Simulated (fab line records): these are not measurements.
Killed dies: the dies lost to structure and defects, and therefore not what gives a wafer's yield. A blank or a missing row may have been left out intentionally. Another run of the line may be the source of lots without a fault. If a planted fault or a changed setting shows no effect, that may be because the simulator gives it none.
Tool commonality check + flow berkeley-cmos170 + 14 lots, 42 wafers sampled

== REASON IT WAS OPENED ==
2 of 14 lots carry a flag on the reading SCREENOX_OXIDE_THK at UCB170_SCREENOX_THK_MEAS_02. No-fault wafers: 14.41 nm, standard deviation 0.24.
Rule: a lot is flagged in two cases, either no wafer of it has a number, or all its wafers with numbers fall more than 4 standard deviations from that mean. All remaining lots are regarded as sound.

| lot  | measured     | on            | SCREENOX_OXIDE_THK (nm), wafer by wafer | flag    |
|------|--------------|---------------|-----------------------------------------|---------|
| L803 | day 6 12:38  | film-metro-04 | 14.01 13.99 13.72                       |         |
| L804 | day 6 12:40  | film-metro-02 | 14.31 14.68 14.27                       |         |
| L805 | day 6 12:40  | film-metro-01 | 13.81 14.11 14.07                       |         |
| L806 | day 6 23:38  | film-metro-02 | 14.33 14.06 14.59                       |         |
| L808 | day 6 23:41  | film-metro-01 | 14.65 14.40 14.35                       |         |
| L809 | day 7 13:02  | film-metro-01 | 14.14 14.13 14.14                       |         |
| L810 | day 7 13:02  | film-metro-04 | 14.38 14.32 14.36                       |         |
| L811 | day 7 22:43  | film-metro-04 | 14.32 14.33 14.27                       |         |
| L812 | day 7 22:43  | film-metro-02 | 14.39 14.39 14.42                       |         |
| L815 | day 8 06:36  | film-metro-04 | 14.60 14.58 14.46                       |         |
| L816 | day 8 20:37  | film-metro-01 | 14.39 14.63 14.40                       |         |
| L819 | day 9 07:58  | film-metro-01 | 10.54 10.99 10.67                       | FLAGGED |
| L818 | day 9 08:02  | film-metro-04 | 10.43 10.48 10.67                       | FLAGGED |
| L826 | day 11 01:56 | film-metro-04 | 14.54 14.59 14.48                       |         |
The numbers of the flagged lots are 10.63 nm on average: -3.78 nm against the usual, or -16 standard deviations.

== WHICH TOOL RAN EACH LOT ==
2 process steps preceding the reading are held in the record, out of 331 steps in the route. In each cell: the tool, then ch and the chambers that the sampled wafers went through, then the start.
| lot  | flag    | UCB170_PFIELD_STRIP_08              | UCB170_SCREENOX_OXIDATION_01  |
|------|---------|-------------------------------------|-------------------------------|
| L803 |         | plasma-asher-04 ch 0,1, day 5 09:35 | furnace-01 ch 0, day 6 10:58  |
| L804 |         | plasma-asher-04 ch 0,1, day 5 09:05 | furnace-01 ch 0, day 6 10:58  |
| L805 |         | plasma-asher-01 ch 0,1, day 5 09:22 | furnace-01 ch 0, day 6 10:58  |
| L806 |         | plasma-asher-01 ch 0,1, day 5 20:42 | furnace-01 ch 0, day 6 21:58  |
| L808 |         | plasma-asher-04 ch 0,1, day 5 20:25 | furnace-01 ch 0, day 6 21:58  |
| L809 |         | plasma-asher-01 ch 0, day 6 08:16   | furnace-04 ch 0, day 7 11:22  |
| L810 |         | plasma-asher-03 ch 0,1, day 6 08:40 | furnace-04 ch 0, day 7 11:22  |
| L811 |         | plasma-asher-03 ch 0,1, day 6 23:31 | furnace-04 ch 0, day 7 21:02  |
| L812 |         | plasma-asher-01 ch 0,1, day 6 23:29 | furnace-04 ch 0, day 7 21:02  |
| L815 |         | plasma-asher-01 ch 0,1, day 7 05:04 | furnace-01 ch 0, day 8 04:55  |
| L816 |         | plasma-asher-03 ch 0,1, day 7 19:33 | furnace-04 ch 0, day 8 18:55  |
| L819 | FLAGGED | plasma-asher-03 ch 0,1, day 8 03:15 | furnace-04 ch 0, day 9 06:17  |
| L818 | FLAGGED | plasma-asher-04 ch 0,1, day 8 03:20 | furnace-04 ch 0, day 9 06:17  |
| L826 |         | plasma-asher-01 ch 0,1, day 9 17:41 | furnace-02 ch 0, day 11 00:16 |
What these steps do:
- UCB170_PFIELD_STRIP_08: strips in O2.
- UCB170_SCREENOX_OXIDATION_01: target thk 14.4 nm, ox time 2400 s.
- UCB170_SCREENOX_THK_MEAS_02

== FLAGGED AGAINST TOTAL, ONE TOOL AT A TIME (gauges that did the reading follow at the end) ==
| step                         | tool            | lots run | flagged | share of the flagged lots | sound lots run after its first flagged lot |
|------------------------------|-----------------|----------|---------|---------------------------|--------------------------------------------|
| UCB170_PFIELD_STRIP_08       | plasma-asher-01 | 6        | 0       | none                      | -                                          |
| UCB170_PFIELD_STRIP_08       | plasma-asher-03 | 4        | 1       | some                      | 0                                          |
| UCB170_PFIELD_STRIP_08       | plasma-asher-04 | 4        | 1       | some                      | 0                                          |
| UCB170_SCREENOX_OXIDATION_01 | furnace-01      | 6        | 0       | none                      | -                                          |
| UCB170_SCREENOX_OXIDATION_01 | furnace-02      | 1        | 0       | none                      | -                                          |
| UCB170_SCREENOX_OXIDATION_01 | furnace-04      | 7        | 2       | all                       | 0                                          |
| UCB170_SCREENOX_THK_MEAS_02  | film-metro-01   | 5        | 1       | some                      | 0                                          |
| UCB170_SCREENOX_THK_MEAS_02  | film-metro-02   | 3        | 0       | none                      | -                                          |
| UCB170_SCREENOX_THK_MEAS_02  | film-metro-04   | 6        | 1       | some                      | 1 (L826)                                   |

== WHAT THE TABLE ALLOWS ==
In the table, 1 row covers all flagged lots: furnace-04 at UCB170_SCREENOX_OXIDATION_01.
- furnace-04 at UCB170_SCREENOX_OXIDATION_01: 2 of its 7 lots flagged. A fault beginning between L816 (day 8 18:55), its last sound lot, and L818 (day 9 06:17), its first flagged one, fits the data. Its own readings (spike-tc-centre-C, spike-tc-load-C, spike-tc-source-C, tube-center-temp-C, tube_center_temp_C_max) fall more than 4 standard deviations out on all wafers of the flagged lots.
What remains is a single tool, furnace-04 at UCB170_SCREENOX_OXIDATION_01.

== WHAT THE SIMULATOR HAD PUT IN ==
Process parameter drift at UCB170_SCREENOX_OXIDATION_01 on furnace-04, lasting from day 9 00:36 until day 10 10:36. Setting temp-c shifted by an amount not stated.
Shown lots that were struck: L819, L818. The same result came from the rule above.
